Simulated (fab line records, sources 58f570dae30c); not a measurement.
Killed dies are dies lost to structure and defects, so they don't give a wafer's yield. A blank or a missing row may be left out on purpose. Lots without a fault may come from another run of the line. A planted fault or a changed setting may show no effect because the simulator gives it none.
fab line records | flow berkeley_cmos170
record lots=6 wafers=18 last_day=10
route steps=331 shown PWELL@53 WELLDRIVE@55 ACTIVE@60
lots that met no fault: from a run of the same line without faults
start_h: hours from the record's first day to the start of the lot's first wafer shown | wait_h: hours since the lot's step before | " the same as in the row above | L1.1+2: a row that stands for several wafers | - no value, or no start given | * or withheld: withheld | < > ~ a bound
route shown NAME@n: a module of which the file shows steps, and the number in the route of the first | usual: mean/standard deviation of fault-free wafers | same: alike in all rows | chamber/n: place in a boat | sites: the reading at each site | _std_site: their standard deviation | _edge_site: outer sites' mean less inner sites' | radius_mm: how far each site lies from the wafer's centre | mask NAME#n: copy n | behind: the tool/chamber that last shaped the wafer | hold: why the lot was held/for how many hours/how that ended | device: the transistor (n, p or np) that didn't switch | end of line: the same wafers' tests at the end of the route | a step without rows: its recipe alone | killed: dies lost to structure and defects at the first sort, not the wafer's yield | map: a wafer's dies, x killed, . not, _ none there
set.NAME: the setting as run; set.NAME@STEP: as run at that earlier step | model.NAME: the simulator's own value behind a step, which no gauge read
lots at some steps of the route; a table a step, a row a wafer
services: from which hour (start_h, from the record's first day; less than 0 if before it) a tool's chamber was out of use, for how many hours, and why
## steps
# step UCB170_PWELL_WET_ETCH_19
# recipe chemistry=H3PO4 target=Si3N4 temp_c=160 time_s=14400
# step UCB170_PWELL_WET_ETCH_20
# recipe chemistry=BOE dilution=5:1 target=SiO2 temp_c=25 time_s=22
# step UCB170_WELLDRIVE_CLEAN_00
# recipe chemistry=SPM temp_c=120 time_s=600
# step UCB170_WELLDRIVE_OXIDATION_01
# recipe temp_c=1100 ambient=O2 target_thk_a=1990 ox_time_s=9000
# step UCB170_WELLDRIVE_THK_MEAS_02
# recipe reads=SiO2_of_WELLDRIVE_OXIDATION_01
# usual WELLDRIVE_OXIDE_THK=199/4.3
# columns lot.wafer tool chamber start_h wait_h WELLDRIVE_OXIDE_THK[nm]
L147.1 film_metro-03 - 62.78 0.0 207
L147.2 " - " " 205
L147.4 " - " " 204
L150.2 film_metro-03 - 73.44 0.0 196
L150.4 " - " " 195
L150.6 " - " " 197
L152.1 film_metro-03 - 80.08 0.0 201
L152.5 " - " " 199
L152.6 " - " " 199
L154.1 film_metro-01 - 92.07 0.0 198
L154.4 " - " " 197
L154.6 " - " " 196
L156.3 film_metro-01 - 102.93 0.0 194
L156.4 " - " " 195
L156.6 " - " " 194
L163.1 film_metro-01 - 138.67 0.0 196
L163.4 " - " " 196
L163.5 " - " " 193
# step UCB170_WELLDRIVE_ANNEAL_03
# recipe temp_c=1100 time_s=900 ambient=N2
# step UCB170_WELLDRIVE_WET_ETCH_04
# recipe chemistry=BOE dilution=5:1 target=SiO2 temp_c=25 time_s=120
# step UCB170_ACTIVE_CLEAN_00
# recipe chemistry=SPM temp_c=120 time_s=600
# step UCB170_ACTIVE_CLEAN_01
# recipe chemistry=dHF dilution=25:1 time_s=60
# step UCB170_ACTIVE_OXIDATION_02
# recipe temp_c=1000 ambient=O2 target_thk_a=264 ox_time_s=1260
# step UCB170_ACTIVE_THK_MEAS_03
# recipe reads=SiO2_of_ACTIVE_OXIDATION_02
# usual ACTIVE_OXIDE_THK=26.4/0.58
# columns lot.wafer tool chamber start_h wait_h ACTIVE_OXIDE_THK[nm]
L147.1 film_metro-04 - 70.64 0.0 25.4
L147.2 " - " " 25.8
L147.4 " - " " 25.5
L150.2 film_metro-04 - 82.77 0.0 25.4
L150.4 " - " " 25.1
L150.6 " - " " 25.5
L152.1 film_metro-02 - 88.13 0.0 25.8
L152.5 " - " " 26.0
L152.6 " - " " 25.5
L154.1 film_metro-04 - 103.78 0.0 27.1
L154.4 " - " " 27.0
L154.6 " - " " 27.1
L156.3 film_metro-03 - 114.85 0.2 26.0
L156.4 " - " " 25.4
L156.6 " - " " 25.2
L163.1 film_metro-03 - 146.71 0.0 27.1
L163.4 " - " " 27.2
L163.5 " - " " 26.7
# step UCB170_ACTIVE_ANNEAL_04
# recipe temp_c=1000 time_s=900 ambient=N2
# step UCB170_ACTIVE_CVD_05
# recipe material=Si3N4 target_thk_nm=220 temp_c=800 precursor=SiH2Cl2/NH3 time_s=3300 pressure_mtorr=200 sih2cl2_flow_sccm=25 nh3_flow_sccm=75
# usual spike_tc_centre_C=802.4/1.4 spike_tc_source_C=822/3.1
# same time_s=3300
# columns lot.wafer tool chamber start_h wait_h spike_tc_centre_C spike_tc_source_C
L147.1 lpcvd-02 0 74.73 0.0 800.6 823
L147.2 " 0 " " 804.1 823
L147.4 " 0 " " 801.8 824
L150.2 lpcvd-02 0 86.76 0.0 802.2 823
L150.4 " 0 " " 801.2 822
L150.6 " 0 " " 803.4 823
L152.1 lpcvd-02 1 91.80 0.4 801.2 827
L152.5 " 1 " " 802.3 826
L152.6 " 1 " " 803.0 826
L152.1 lpcvd-02 1 94.57 0.9 802.5 826
L152.5 " 1 " " 800.2 825
L152.6 " 1 " " 803.6 825
L154.1 lpcvd-02 0 110.15 0.0 800.2 824
L154.4 " 0 " " 802.7 824
L154.6 " 0 " " 799.7 825
L156.3 lpcvd-02 1 122.98 0.0 804.4 824
L156.4 " 1 " " 802.4 827
L156.6 " 1 " " 801.1 824
L156.3 lpcvd-01 1 126.92 2.0 801.9 816
L156.4 " 1 " " 801.5 819
L156.6 " 1 " " 801.6 817
L163.1 lpcvd-01 0 152.03 0.1 803.1 824
L163.4 " 0 " " 804.6 825
L163.5 " 0 " " 803.9 825
# step UCB170_ACTIVE_THK_MEAS_06
# recipe reads=Si3N4_of_ACTIVE_CVD_05
# usual ACTIVE_NITRIDE_THK=220.4/2.1
# columns lot.wafer tool chamber start_h wait_h ACTIVE_NITRIDE_THK[nm]
L147.1 film_metro-04 - 76.70 0.1 220.9
L147.2 " - " " 218.8
L147.4 " - " " 218.9
L150.2 film_metro-03 - 88.69 0.0 219.0
L150.4 " - " " 218.7
L150.6 " - " " 218.1
L152.1 film_metro-02 - 96.49 0.0 439.6
L152.5 " - " " 439.8
L152.6 " - " " 439.7
L154.1 film_metro-02 - 112.06 0.0 217.8
L154.4 " - " " 219.6
L154.6 " - " " 219.4
L156.3 film_metro-03 - 128.93 0.1 434.6
L156.4 " - " " 436.4
L156.6 " - " " 436.5
L163.1 film_metro-02 - 153.95 0.0 223.9
L163.4 " - " " 225.2
L163.5 " - " " 224.4
# step UCB170_ACTIVE_HMDS_07
# recipe prime_time_s=60 prime_temp_c=100
# step UCB170_ACTIVE_COAT_08
# recipe resist=KrF spin_rpm=1500 resist_thk_nm=900
# step UCB170_ACTIVE_SOFTBAKE_09
# recipe resist=KrF temp_c=130 time_s=60
# step UCB170_ACTIVE_EXPOSE_10
# recipe mask_id=ACTIVE target_cd_nm=1200 na=0.5 sigma_outer=0.6 source_shape=conventional dose_mj=20
# step UCB170_ACTIVE_PEB_11
# recipe peb_temp_c=130 peb_time_s=withheld resist=KrF
# step UCB170_ACTIVE_DEVELOP_12
# recipe developer=TMAH develop_time_s=45 resist=KrF dev_temp_c=21
# step UCB170_ACTIVE_CD_MEAS_13
# recipe target_cd_nm=1200
# usual cd_nm=1200.0/1.2
# columns lot.wafer tool chamber start_h wait_h cd_nm
L147.1 cd_sem-01 - 77.80 - 1200.1
L147.2 " - " " 1200.9
L147.4 " - " " 1201.3
L150.2 cd_sem-01 - 90.16 - 1198.4
L150.4 " - " " 1199.5
L150.6 " - " " 1198.9
L152.1 cd_sem-02 - 97.91 - 1200.3
L152.5 " - " " 1201.6
L152.6 " - " " 1200.6
L154.1 cd_sem-01 - 113.38 - 1199.9
L154.4 " - " " 1200.4
L154.6 " - " " 1198.0
L156.3 cd_sem-01 - 130.07 - 1200.8
L156.4 " - " " 1202.0
L156.6 " - " " 1200.9
L163.1 cd_sem-01 - 155.19 - 1200.5
L163.4 " - " " 1199.7
L163.5 " - " " 1201.5
# step UCB170_ACTIVE_OVL_MEAS_14
# usual ACTIVE_OVL=6/5.1
# columns lot.wafer tool chamber start_h wait_h ACTIVE_OVL[nm]
L147.1 overlay-01 - 77.92 0.1 11
L147.2 " - " " 5
L147.4 " - " " 8
L150.2 overlay-02 - 90.27 0.1 0
L150.4 " - " " 4
L150.6 " - " " 6
L152.1 overlay-02 - 98.03 0.1 0
L152.5 " - " " 5
L152.6 " - " " 6
L154.1 overlay-01 - 113.50 0.1 20
L154.4 " - " " 19
L154.6 " - " " 16
L156.3 overlay-01 - 130.19 0.1 0
L156.4 " - " " 9
L156.6 " - " " 12
L163.1 overlay-01 - 155.31 0.1 1
L163.4 " - " " 4
L163.5 " - " " 1
# step UCB170_ACTIVE_ETCH_15
# recipe chemistry=CH3F/Ar/O2 target=Si3N4 stop_on=SiO2 CH3F_flow_sccm=20 Ar_flow_sccm=50 O2_flow_sccm=7 pressure_mtorr=50 rf_w=450 target_depth_a=2420 over_etch_frac=0.1 time_s=151
# usual drypump_motor_current_A=5.6/0.45 oes_product_au=0.940/0.017 throttle_valve_pct=8.09/0.11
# same time_s=151
# columns lot.wafer tool chamber start_h wait_h drypump_motor_current_A oes_product_au rf_hours_counter_h throttle_valve_pct model.etch.depth_nm
L147.1 rie_diel-02 0 77.95 0.0 5.7 0.932 16 7.99 220.9
L147.2 " 3 " " 5.1 0.941 15 8.01 218.8
L147.4 " 1 " " 5.6 0.947 158 8.27 219
L150.2 rie_diel-03 3 90.30 0.0 6.0 0.943 51 8.00 219
L150.4 " 0 " " 5.3 0.965 14 8.05 218.6
L150.6 " 3 " " 6.0 0.934 - 8.01 218.1
L152.1 rie_diel-04 0 98.06 0.0 5.1 0.954 8 8.06 237.8
L152.5 " 1 " " 5.3 0.976 - 8.34 242.1
L152.6 " 0 " " 5.1 0.958 - 8.07 236.5
L154.1 rie_diel-02 0 113.53 0.0 5.6 0.927 17 7.98 217.7
L154.4 " 2 " " 5.3 0.945 7 8.14 219.6
L154.6 " 0 " " 5.6 0.931 - 8.00 219.6
L156.3 rie_diel-02 0 130.22 0.0 5.6 0.978 18 7.97 238.4
L156.4 " 3 " " 5.1 1.003 - 8.01 241.6
L156.6 " 2 " " 5.2 0.989 - 8.14 235.7
L163.1 rie_diel-02 2 155.34 0.0 5.2 0.956 10 8.13 223.9
L163.4 " 0 " " 5.6 0.938 20 7.98 225.5
L163.5 " 3 " " 5.1 0.962 - 8.03 224.4
# step UCB170_ACTIVE_STRIP_16
# recipe chemistry=O2 power_w=400 pressure_mtorr=3500 platen_temp_c=withheld o2_flow_sccm=400 overash_fraction=0.5
# usual drypump_motor_current_A=5.73/0.21 oes_product_au=0.721/0.0046 strip_time_to_endpoint_s=18.12/0.12
# columns lot.wafer tool chamber start_h wait_h drypump_motor_current_A oes_product_au rf_hours_counter_h strip_time_to_endpoint_s
L147.1 plasma_asher-03 1 78.05 0.1 5.66 0.717 35 18.15
L147.2 " 0 " " 5.88 0.726 35 18.05
L147.4 " 1 " " 5.67 0.720 - 18.03
L150.2 plasma_asher-01 0 90.40 0.1 5.57 0.719 38 18.03
L150.4 " 1 " " 5.45 0.720 - 18.06
L150.6 " 1 " " 5.43 0.719 - 18.03
L152.1 plasma_asher-03 0 98.16 0.1 5.90 0.719 37 18.25
L152.5 " 1 " " 5.65 0.724 - 18.12
L152.6 " 0 " " 5.91 0.727 - 18.25
L154.1 plasma_asher-03 0 113.63 0.1 5.91 0.727 39 18.10
L154.4 " 0 " " 5.91 0.718 - 18.18
L154.6 " 0 " " 5.91 0.725 - 18.06
L156.3 plasma_asher-03 0 130.46 0.2 5.89 0.720 - 18.30
L156.4 " 1 " " 5.65 0.717 - 18.21
L156.6 " 0 " " 5.89 0.724 - 18.31
L163.1 plasma_asher-01 1 155.45 0.1 5.43 0.724 46 18.36
L163.4 " 1 " " 5.43 0.724 - 18.26
L163.5 " 1 " " 5.44 0.721 - 18.34
## services
# columns tool chamber start_h hours kind
rie_diel-02 2 56.70 7.0 repair
plasma_asher-01 - 94.68 2.2 repair
rie_diel-04 1 104.17 7.6 repair
rie_diel-04 3 106.06 1.6 repair
rie_diel-02 1 125.95 - clean
rie_diel-02 1 125.95 25.7 scheduled_down
rie_diel-02 1 125.95 25.7 vent_cycle
lpcvd-02 - 128.08 14.6 pm
rie_diel-03 3 135.89 5.6 repair
plasma_asher-03 - 152.96 14.6 pm
## key
first_sign step=UCB170_ACTIVE_CVD_05 reading=visit direction=added
effect step=UCB170_ACTIVE_THK_MEAS_06 reading=ACTIVE_NITRIDE_THK direction=up sigmas=99+ usual=220.4 struck=437.8
model_effect step=UCB170_ACTIVE_ETCH_15 value=etch.depth_nm without=218.5 struck=238.7
met_at UCB170_ACTIVE_CVD_05
struck_wafers L152.1,L152.5,L152.6,L156.3,L156.4,L156.6
later_rows_left_out L152.1,L152.5,L152.6,L156.3,L156.4,L156.6
sort_left_out L152.1,L152.5,L152.6,L156.3,L156.4,L156.6
tester_left_out L152,L156
fault kind=repeated_step_whole tool=lpcvd-01,lpcvd-02 chamber=- onset_h=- steps=UCB170_ACTIVE_CVD_05 times=1 scope=struck_lots_only
# tester_left_out: of these lots the tester's yield and bins aren't shown, on N5 and GAA mostly nor the transistor test; their killed dies are dies lost to structure and defects alone, not to doping, threshold or leakage, so they don't give the yield
# sort_left_out: the simulated sort isn't trusted on such a fault, so these wafers' sort isn't shown, and their yield isn't known
# later_rows_left_out: the simulator's readings of these wafers behind a module that went badly wrong aren't trusted and aren't shown, but for the sort
